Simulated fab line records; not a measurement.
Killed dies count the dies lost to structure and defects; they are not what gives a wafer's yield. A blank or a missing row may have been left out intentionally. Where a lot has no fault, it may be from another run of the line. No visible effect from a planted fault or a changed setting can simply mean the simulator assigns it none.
Which of the tools did it? ; flow berkeley cmos170 ; 42 wafers from 14 lots sampled at 3 of the route's 331 steps

## WHAT THE GAUGES READ, wafer by wafer
UCB170_PSD_CD_MEAS_06: target cd 1200 nm. Usual: cd nm 1199.9 nm, standard deviation 1.7.
lot;measured;on;cd nm (nm);flag
L628;day 7 19:08;cd sem-01;1200.5 1201.1 1200.4;
L629;day 8 15:18;cd sem-02;1198.8 1199.4 1198.8;
L630;day 8 15:35;cd sem-01;1200.3 1200.9 1200.1;
L632;day 8 15:54;cd sem-02;1197.2 1196.9 1196.9;
L634;day 9 18:27;cd sem-02;1200.8 1201.3 1201.7;
L633;day 9 18:40;cd sem-01;1201.7 1202.5 1202.6;
L636;day 9 18:53;cd sem-02;1199.9 1198.9 1198.7;
L635;day 9 19:00;cd sem-01;1202.7 1201.8 1202.5;
L638;day 10 07:28;cd sem-02;1197.9 1198.2 1198.4;
L639;day 10 19:44;cd sem-01;1200.1 1200.3 1200.8;
L646;day 12 07:37;cd sem-02;1198.9 1199.5 1198.7;
L645;day 12 08:01;cd sem-02;1191.5 1192.4 1191.1;OFF
L649;day 12 19:36;cd sem-02;1189.6 1190.2 1190.0;OFF
L651;day 13 09:53;cd sem-02;1198.9 1198.9 1197.5;

UCB170_NSD_OVL_MEAS_07. Usual: NSD_OVL gives -2 nm (standard deviation 6.1).
lot;measured;on;NSD_OVL (nm);flag
L628;day 7 22:53;overlay-02;-4 -3 3;
L629;day 8 16:53;overlay-01;1 -2 -1;
L630;day 8 17:14;overlay-01;5 2 8;
L632;day 8 17:43;overlay-02;-6 0 5;
L634;day 9 22:14;overlay-01;-10 -2 4;
L633;day 9 22:47;overlay-02;-9 4 -9;
L636;day 9 22:20;overlay-02;-11 -5 -11;
L635;day 9 22:30;overlay-02;-11 -12 -1;
L638;day 10 09:22;overlay-01;1 9 -5;
L639;day 10 21:42;overlay-01;-19 -11 -12;
L646;day 12 09:51;overlay-01;1 -10 1;
L645;day 12 10:23;overlay-01;9 3 12;
L649;day 12 21:58;overlay-02;-4 7 -2;
L651;day 13 11:45;overlay-01;6 1 -1;

## WHAT TOOL EACH LOT RAN ON (gives the tool, then ch and the chambers of the sampled wafers, and finally the start)
lot;UCB170_PSD_PEB_04
L628;litho track-02 ch 0, day 7 18:52
L629;litho track-02 ch 0, day 8 15:02
L630;litho track-01 ch 0, day 8 15:19
L632;litho track-02 ch 0, day 8 15:38
L634;litho track-02 ch 0, day 9 18:11
L633;litho track-01 ch 0, day 9 18:23
L636;litho track-03 ch 0, day 9 18:37
L635;litho track-01 ch 0, day 9 18:44
L638;litho track-01 ch 0, day 10 06:49
L639;litho track-02 ch 0, day 10 19:28
L646;litho track-02 ch 0, day 12 07:21
L645;litho track-01 ch 0, day 12 07:44
L649;litho track-01 ch 0, day 12 19:20
L651;litho track-02 ch 0, day 13 09:37
- UCB170_PSD_PEB_04

## WHAT THE TOOLS THEMSELVES READ (means of the sampled wafers that have a number; where no wafer has one, the mark that the record gives instead)
UCB170_PSD_PEB_04. Usual: heater power total W 56.80 W, standard deviation 0.045.
lot;tool;heater power total W (W);flag
L628;litho track-02;56.78;
L629;litho track-02;56.82;
L630;litho track-01;56.84;
L632;litho track-02;56.76;
L634;litho track-02;56.80;
L633;litho track-01;56.84;
L636;litho track-03;56.75;
L635;litho track-01;56.82;
L638;litho track-01;56.78;
L639;litho track-02;56.77;
L646;litho track-02;56.82;
L645;litho track-01;59.45;OFF
L649;litho track-01;59.47;OFF
L651;litho track-02;56.77;

## THE ANSWER, worked out from the rows above alone
Rule: take the mean of a lot's wafers that have a number; if it is more than 3 standard deviations from the usual mean, the lot is off. Also off: a lot with no number at a reading for which 4 or more lots have one. All remaining lots with rows at the step are treated as sound. Order of review: gauges by route order, followed by the tools' own readings, for which a lot's mean as printed above is used. The first step at which some lot is off is used, and at that step the reading that is off furthest; a lot without a number counts as furthest.
Off at UCB170_PSD_CD_MEAS_06 (cd nm): L645, L649.
If a tool, at a process step before that reading, ran all the lots that are off and no sound lot after the first of them, it fits. Not tried: the gauges at UCB170_PSD_CD_MEAS_06; whatever is off there is also off at UCB170_PSD_PEB_04, on other tools, and gauge error can't account for it. One fits: UCB170_PSD_PEB_04 on litho track-01. A fault onset in the window from L638 (day 10 06:49, its last sound lot) to L645 (day 12 07:44, its first lot off) fits.
On the lots that are off, the tool's own readings at UCB170_PSD_PEB_04 differ by more than 5 times the standard deviation of the sound lots' means, which bears it out; heater power total W reads 59.46 W there versus 56.80 W on the sound lots.

## WHAT THE SIMULATOR PUT IN
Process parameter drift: litho track-01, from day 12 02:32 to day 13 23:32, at UCB170_PSD_PEB_04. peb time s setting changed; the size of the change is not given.
Shown lots that were struck: L645, L649. Same finding as the rule above.
